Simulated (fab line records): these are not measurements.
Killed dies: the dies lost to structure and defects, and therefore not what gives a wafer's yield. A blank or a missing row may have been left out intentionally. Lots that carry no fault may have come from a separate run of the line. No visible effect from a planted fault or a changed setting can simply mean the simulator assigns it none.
Commonality check across tools :: flow rit-cmos :: Sample size 13 lots and 48 wafers

== WHY THIS WAS OPENED ==
RIT_GATE_THK_MEAS_07, reading GATE_OXIDE_THK: flagged on 3 of 13 lots. No-fault wafers: 3.04 nm, standard deviation 0.062.
Rule: flag the lot when none of its wafers has a number, or when each of its wafers that has one lies beyond 4 standard deviations from that mean. The rest of the lots are taken to be sound.

lot: L920
measured: day 2 11:28
on: film-metro-04
GATE_OXIDE_THK (nm), wafer by wafer: 3.10 3.20 3.09
flag: 

lot: L921
measured: day 2 15:37
on: film-metro-01
GATE_OXIDE_THK (nm), wafer by wafer: 2.99 3.04 3.00
flag: 

lot: L922
measured: day 3 01:09
on: film-metro-02
GATE_OXIDE_THK (nm), wafer by wafer: 3.11 3.08 3.12
flag: 

lot: L923
measured: day 3 03:03
on: film-metro-01
GATE_OXIDE_THK (nm), wafer by wafer: 2.95 2.93 3.01
flag: 

lot: L924
measured: day 3 13:17
on: film-metro-04
GATE_OXIDE_THK (nm), wafer by wafer: 3.02 3.06 2.97
flag: 

lot: L925
measured: day 3 16:47
on: film-metro-04
GATE_OXIDE_THK (nm), wafer by wafer: 2.96 2.92 2.96
flag: 

lot: L926
measured: day 3 19:46
on: film-metro-04
GATE_OXIDE_THK (nm), wafer by wafer: 3.17 3.02 3.10
flag: 

lot: L927
measured: day 4 02:24
on: film-metro-01
GATE_OXIDE_THK (nm), wafer by wafer: 3.03 3.04 3.05
flag: 

lot: L936
measured: day 6 02:53
on: film-metro-02
GATE_OXIDE_THK (nm), wafer by wafer: 5.57 5.52 5.49 5.49 5.53 5.44
flag: FLAGGED

lot: L937
measured: day 6 16:59
on: film-metro-02
GATE_OXIDE_THK (nm), wafer by wafer: 5.54 5.50 5.58 5.51 5.51 5.55
flag: FLAGGED

lot: L938
measured: day 6 17:03
on: film-metro-02
GATE_OXIDE_THK (nm), wafer by wafer: 5.49 5.50 5.45 5.44 5.44 5.45
flag: FLAGGED

lot: L941
measured: day 7 09:07
on: film-metro-04
GATE_OXIDE_THK (nm), wafer by wafer: 2.97 2.87 2.97
flag: 

lot: L942
measured: day 7 22:57
on: film-metro-01
GATE_OXIDE_THK (nm), wafer by wafer: 3.12 3.11 3.08
flag: 
The numbers of the flagged lots are 5.50 nm on average: +2.46 nm against the usual, or +40 standard deviations.

== WHICH TOOL EACH LOT WENT THROUGH ==
Before the reading, the record contains 0 process steps out of a 202-step route. In each cell: the tool, then ch and the chambers that the sampled wafers went through, then the start.
lot: L920
flag: 

lot: L921
flag: 

lot: L922
flag: 

lot: L923
flag: 

lot: L924
flag: 

lot: L925
flag: 

lot: L926
flag: 

lot: L927
flag: 

lot: L936
flag: FLAGGED

lot: L937
flag: FLAGGED

lot: L938
flag: FLAGGED

lot: L941
flag: 

lot: L942
flag: 
These steps, and what they do:
- RIT_GATE_THK_MEAS_07

== FLAGGED AGAINST TOTAL, ONE TOOL AT A TIME (gauges that did the reading follow at the end) ==
step: RIT_GATE_THK_MEAS_07
tool: film-metro-01
lots run: 4
flagged: 0
share of the flagged lots: none
sound lots run after its first flagged lot: -

step: RIT_GATE_THK_MEAS_07
tool: film-metro-02
lots run: 4
flagged: 3
share of the flagged lots: all
sound lots run after its first flagged lot: 0

step: RIT_GATE_THK_MEAS_07
tool: film-metro-04
lots run: 5
flagged: 0
share of the flagged lots: none
sound lots run after its first flagged lot: -

== THE TABLE: WHAT IT ALLOWS ==
1 row of the table ran every flagged lot: film-metro-02 at RIT_GATE_THK_MEAS_07.
- film-metro-02 at RIT_GATE_THK_MEAS_07 ran 4 lots, 3 of them flagged. Last sound lot L922 at day 3 01:09, first flagged lot L936 at day 6 02:53; a fault beginning in between fits.
Just one tool remains: film-metro-02 at RIT_GATE_THK_MEAS_07.

== WHAT THE SIMULATOR PUT IN ==
Metrology matching offset: film-metro-02, from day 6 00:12 on, at RIT_GATE_THK_MEAS_07. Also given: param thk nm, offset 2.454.
Shown lots that were struck: L936, L937, L938. The rule above found the same.
